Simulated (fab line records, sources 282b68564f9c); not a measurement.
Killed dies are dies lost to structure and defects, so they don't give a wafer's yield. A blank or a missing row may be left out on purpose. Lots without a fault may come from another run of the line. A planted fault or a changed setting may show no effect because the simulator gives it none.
Which tool did it? | flow rit_cmos | 6 lots, 18 wafers sampled, at 2 steps of a route of 202

WHAT THE GAUGES READ, wafer by wafer
RIT_M1_RS_MEAS_01: measures by four-point-probe.
lot  | measured    | on            | M1_AL_RS (ohm/sq)
L627 | day 3 10:17 | film_metro-01 | 0.0736 0.0738 0.0730
L630 | day 4 00:32 | film_metro-02 | 0.0742 0.0733 0.0732
L632 | day 4 11:23 | film_metro-02 | 0.0741 0.0741 0.0740
L635 | day 5 01:39 | film_metro-03 | 0.0752 0.0746 0.0753
L637 | day 5 18:08 | film_metro-01 | 0.0742 0.0731 0.0728
L642 | day 6 14:15 | film_metro-02 | 0.0563 0.0729 0.0727

WHICH TOOL RAN EACH LOT (tool, then ch and the chambers of the sampled wafers, then the start)
lot  | RIT_M1_SPUTTER_00
L627 | pvd_sputter-04, day 3 09:59
L630 | pvd_sputter-03, day 4 00:13
L632 | pvd_sputter-03, day 4 11:04
L635 | pvd_sputter-04, day 5 01:22
L637 | pvd_sputter-03, day 5 17:50
L642 | pvd_sputter-03, day 6 13:56
- RIT_M1_SPUTTER_00: material Al, target thk 400 nm, time 500 s.

THE ANSWER, worked out from the rows above alone
Rule: what is usual is taken from the lots themselves. Put in order of their means at a reading, lots are off if they are a third of the lots or fewer, leave a main group of 4 or more, and stand apart from it by a gap of 3 or more times the standard deviation of the main group's means; of several such gaps the widest counts. A main group whose means are all the same, to the digits that the tables above print for the reading, isn't used. A lot without any number at a reading at which 4 lots or more have one is off too. The other lots that the step has rows for count as sound.
Off: L642, at RIT_M1_RS_MEAS_01 (M1_AL_RS). The main group: mean 0.0739 ohm/sq, standard deviation 0.00062.
A tool fits if, at a process step before that reading, it ran every lot that is off, and no sound lot after the first of them. The gauges at RIT_M1_RS_MEAS_01 are tried like those tools. Can't be told from this: 2 tools fit, pvd_sputter-03 at RIT_M1_SPUTTER_00, film_metro-02 at RIT_M1_RS_MEAS_01.

WHAT THE SIMULATOR HAD PUT IN
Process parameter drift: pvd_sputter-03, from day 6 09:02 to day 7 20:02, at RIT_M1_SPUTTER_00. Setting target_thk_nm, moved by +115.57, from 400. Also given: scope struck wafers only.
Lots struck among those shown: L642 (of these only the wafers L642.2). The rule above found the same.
